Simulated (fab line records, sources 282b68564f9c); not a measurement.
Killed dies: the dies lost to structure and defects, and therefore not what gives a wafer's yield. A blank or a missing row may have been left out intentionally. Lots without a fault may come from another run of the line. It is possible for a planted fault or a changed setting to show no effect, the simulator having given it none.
fab line records -- flow ritCmos
[record] lots = 13, wafers = 39, lastDay = 7
route steps=202 shown PSD@150
lots that met no fault: from a run of the same line without faults
startH: the number of hours between the record's first day and the start of the first shown wafer of the lot -- waitH: hours elapsed since this lot's preceding step -- " identical to the entry in the row above -- L1.1+2: a single row standing in for several wafers -- - no value, or no start given -- * or withheld: withheld -- < > ~ a bound
route shown NAME@n: names a module that has steps shown in the file, with the first one's number in the route -- usual: the fault-free wafers' mean and standard deviation -- same: alike in all rows -- chamber/n: place in a boat -- sites: each site's reading -- _std_site: standard deviation of those values -- _edge_site: outer sites' mean less inner sites' -- radiusMm: for every site, how far away it sits from the centre of the wafer -- mask NAME#n: copy n -- behind: the last tool/chamber to shape the wafer -- hold: why the lot was held/for how many hours/how that ended -- device: the transistor (n, p or np) that didn't switch -- end of line: at the end of the route, the tests of the same wafers -- a step without rows: its recipe alone -- killed: dies that structure and defects cost at the first sort, which is not the same as the wafer's yield -- map: the dies of a wafer, with x for killed, . for not killed, _ for no die there
set.NAME: the setting the step ran with; set.NAME@STEP: the setting that earlier step ran with -- model.NAME: the simulator's own value behind a step, which no gauge read
one table for each step of the route and one row for each wafer, over a sample of lots
services: from which hour (startH, from the record's first day; less than 0 if before it) a tool's chamber was out of use, for how many hours, and why
[[steps]]
[step RIT_PSD_IMPLANT_08]
[recipe] species = BF2, energyKev = 27, doseCm2 = 4.95e+15, tiltDeg = 7
[usual] beamEnergyKeV = 27.000/0.009
lot.wafer,tool,chamber,startH,waitH,beamEnergyKeV
L475.2,implanter-02,0,49.75,0.1,26.987
L475.3,implanter-02,0,49.75,0.1,26.988
L475.4,implanter-02,0,49.75,0.1,27.007
L476.1,implanter-02,0,54.62,0.1,26.999
L476.2,implanter-02,0,54.62,0.1,27.004
L476.5,implanter-02,0,54.62,0.1,26.993
L477.1,implanter-02,0,60.03,0.1,26.988
L477.2,implanter-02,0,60.03,0.1,26.999
L477.5,implanter-02,0,60.03,0.1,27.004
L478.1,implanter-02,0,63.76,0.1,26.990
L478.3,implanter-02,0,63.76,0.1,26.993
L478.4,implanter-02,0,63.76,0.1,26.995
L479.2,implanter-02,0,69.76,0.1,26.995
L479.4,implanter-02,0,69.76,0.1,27.006
L479.5,implanter-02,0,69.76,0.1,26.986
L480.2,implanter-01,0,77.11,0.1,26.984
L480.5,implanter-01,0,77.11,0.1,27.002
L480.6,implanter-01,0,77.11,0.1,27.000
L481.1,implanter-01,0,78.98,0.1,26.998
L481.3,implanter-01,0,78.98,0.1,26.999
L481.4,implanter-01,0,78.98,0.1,27.009
L482.1,implanter-01,0,83.99,0.1,32.938
L482.2,implanter-01,0,83.99,0.1,32.934
L482.5,implanter-01,0,83.99,0.1,32.947
L483.1,implanter-02,0,89.74,0.1,27.005
L483.2,implanter-02,0,89.74,0.1,27.009
L483.5,implanter-02,0,89.74,0.1,27.003
L484.1,implanter-01,0,99.55,0.1,32.949
L484.4,implanter-01,0,99.55,0.1,32.933
L484.6,implanter-01,0,99.55,0.1,32.943
L493.2,implanter-02,0,144.47,0.1,26.983
L493.3,implanter-02,0,144.47,0.1,27.011
L493.5,implanter-02,0,144.47,0.1,27.006
L494.2,implanter-04,0,146.36,0.1,26.993
L494.3,implanter-04,0,146.36,0.1,26.987
L494.6,implanter-04,0,146.36,0.1,26.986
L498.1,implanter-02,0,164.62,0.1,26.994
L498.2,implanter-02,0,164.62,0.1,26.986
L498.3,implanter-02,0,164.62,0.1,26.998
[step RIT_PSD_TW_MEAS_10]
[usual] PSD_TW = 3450/34
lot.wafer,tool,chamber,startH,waitH,PSD_TW
L475.2,filmMetro-04,-,50.06,0.1,3453
L475.3,filmMetro-04,-,50.06,0.1,3459
L475.4,filmMetro-04,-,50.06,0.1,3433
L476.1,filmMetro-04,-,54.95,0.1,3455
L476.2,filmMetro-04,-,54.95,0.1,3473
L476.5,filmMetro-04,-,54.95,0.1,3439
L477.1,filmMetro-02,-,60.36,0.1,3504
L477.2,filmMetro-02,-,60.36,0.1,3529
L477.5,filmMetro-02,-,60.36,0.1,3508
L478.1,filmMetro-04,-,64.09,0.1,3442
L478.3,filmMetro-04,-,64.09,0.1,3449
L478.4,filmMetro-04,-,64.09,0.1,3439
L479.2,filmMetro-03,-,70.07,0.1,3413
L479.4,filmMetro-03,-,70.07,0.1,3429
L479.5,filmMetro-03,-,70.07,0.1,3424
L480.2,filmMetro-03,-,77.42,0.1,3438
L480.5,filmMetro-03,-,77.42,0.1,3437
L480.6,filmMetro-03,-,77.42,0.1,3438
L481.1,filmMetro-02,-,79.30,0.1,3507
L481.3,filmMetro-02,-,79.30,0.1,3490
L481.4,filmMetro-02,-,79.30,0.1,3502
L482.1,filmMetro-02,-,84.32,0.1,3704
L482.2,filmMetro-02,-,84.32,0.1,3715
L482.5,filmMetro-02,-,84.32,0.1,3699
L483.1,filmMetro-03,-,90.07,0.1,3435
L483.2,filmMetro-03,-,90.07,0.1,3427
L483.5,filmMetro-03,-,90.07,0.1,3441
L484.1,filmMetro-02,-,99.87,0.1,3672
L484.4,filmMetro-02,-,99.87,0.1,3661
L484.6,filmMetro-02,-,99.87,0.1,3653
L493.2,filmMetro-03,-,144.78,0.1,3435
L493.3,filmMetro-03,-,144.78,0.1,3422
L493.5,filmMetro-03,-,144.78,0.1,3441
L494.2,filmMetro-04,-,146.67,0.1,3413
L494.3,filmMetro-04,-,146.67,0.1,3411
L494.6,filmMetro-04,-,146.67,0.1,3428
L498.1,filmMetro-04,-,164.95,0.1,3436
L498.2,filmMetro-04,-,164.95,0.1,3402
L498.3,filmMetro-04,-,164.95,0.1,3412
[step RIT_SDANNEAL_RS_MEAS_04]
[recipe] thkMeasGauge = four-point-probe
[usual] PSD_RS = 116.0/0.3
lot.wafer,tool,chamber,startH,waitH,PSD_RS[ohm/sq]
L475.2,filmMetro-04,-,50.56,0.1,115.6
L475.3,filmMetro-04,-,50.56,0.1,115.4
L475.4,filmMetro-04,-,50.56,0.1,115.6
L476.1,filmMetro-04,-,55.45,0.0,116.3
L476.2,filmMetro-04,-,55.45,0.0,116.0
L476.5,filmMetro-04,-,55.45,0.0,115.7
L477.1,filmMetro-03,-,60.84,0.0,115.9
L477.2,filmMetro-03,-,60.84,0.0,115.5
L477.5,filmMetro-03,-,60.84,0.0,115.7
L478.1,filmMetro-03,-,64.58,0.0,115.8
L478.3,filmMetro-03,-,64.58,0.0,115.9
L478.4,filmMetro-03,-,64.58,0.0,115.7
L479.2,filmMetro-03,-,70.57,0.1,115.9
L479.4,filmMetro-03,-,70.57,0.1,116.0
L479.5,filmMetro-03,-,70.57,0.1,116.1
L480.2,filmMetro-04,-,77.92,0.1,115.8
L480.5,filmMetro-04,-,77.92,0.1,116.1
L480.6,filmMetro-04,-,77.92,0.1,115.9
L481.1,filmMetro-03,-,79.79,0.0,115.8
L481.3,filmMetro-03,-,79.79,0.0,115.8
L481.4,filmMetro-03,-,79.79,0.0,115.9
L482.1,filmMetro-03,-,84.80,0.0,104.1
L482.2,filmMetro-03,-,84.80,0.0,104.5
L482.5,filmMetro-03,-,84.80,0.0,104.3
L483.1,filmMetro-04,-,90.55,0.0,115.5
L483.2,filmMetro-04,-,90.55,0.0,115.8
L483.5,filmMetro-04,-,90.55,0.0,116.1
L484.1,filmMetro-02,-,100.36,0.0,104.5
L484.4,filmMetro-02,-,100.36,0.0,104.9
L484.6,filmMetro-02,-,100.36,0.0,104.7
L493.2,filmMetro-04,-,145.62,0.1,116.1
L493.3,filmMetro-04,-,145.62,0.1,115.7
L493.5,filmMetro-04,-,145.62,0.1,115.5
L494.2,filmMetro-02,-,147.35,0.1,116.5
L494.3,filmMetro-02,-,147.35,0.1,116.5
L494.6,filmMetro-02,-,147.35,0.1,116.1
L498.1,filmMetro-02,-,165.43,0.0,116.2
L498.2,filmMetro-02,-,165.43,0.0,116.3
L498.3,filmMetro-02,-,165.43,0.0,116.4
[[services]]
tool,chamber,startH,hours,kind
implanter-02,-,80.39,3.7,pm
implanter-01,-,84.30,6.2,repair
implanter-04,-,92.41,3.7,repair
implanter-04,-,133.60,3.2,repair
implanter-01,-,143.32,5.2,pm
implanter-01,-,161.27,2.5,repair
[[key]]
[firstSign] step = RIT_PSD_IMPLANT_08, reading = beamEnergyKeV, direction = up, sigmas = 99+, usual = 27.000, struck = 32.941
[effect] step = RIT_PSD_TW_MEAS_10, reading = PSD_TW, direction = up, sigmas = 6.8, usual = 3450, struck = 3684
[effect] step = RIT_SDANNEAL_RS_MEAS_04, reading = PSD_RS, direction = down, sigmas = 38, usual = 116.0, struck = 104.5
metAt RIT_PSD_IMPLANT_08
struckLots L482,L484
testerLeftOut L482,L484
onsetBetween 78.98 83.99
[fault] kind = processParameterDrift, tool = implanter-01, chamber = -, onsetH = 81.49, steps = RIT_PSD_IMPLANT_08, channel = energyKev, offset = 5.94, shape = step, endH = 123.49, actsIn = theseRecipesOnly, stated = 27
// testerLeftOut: of these lots the tester's yield and bins aren't shown, on N5 and GAA mostly nor the transistor test; their killed dies are dies lost to structure and defects alone, not to doping, threshold or leakage, so they don't give the yield
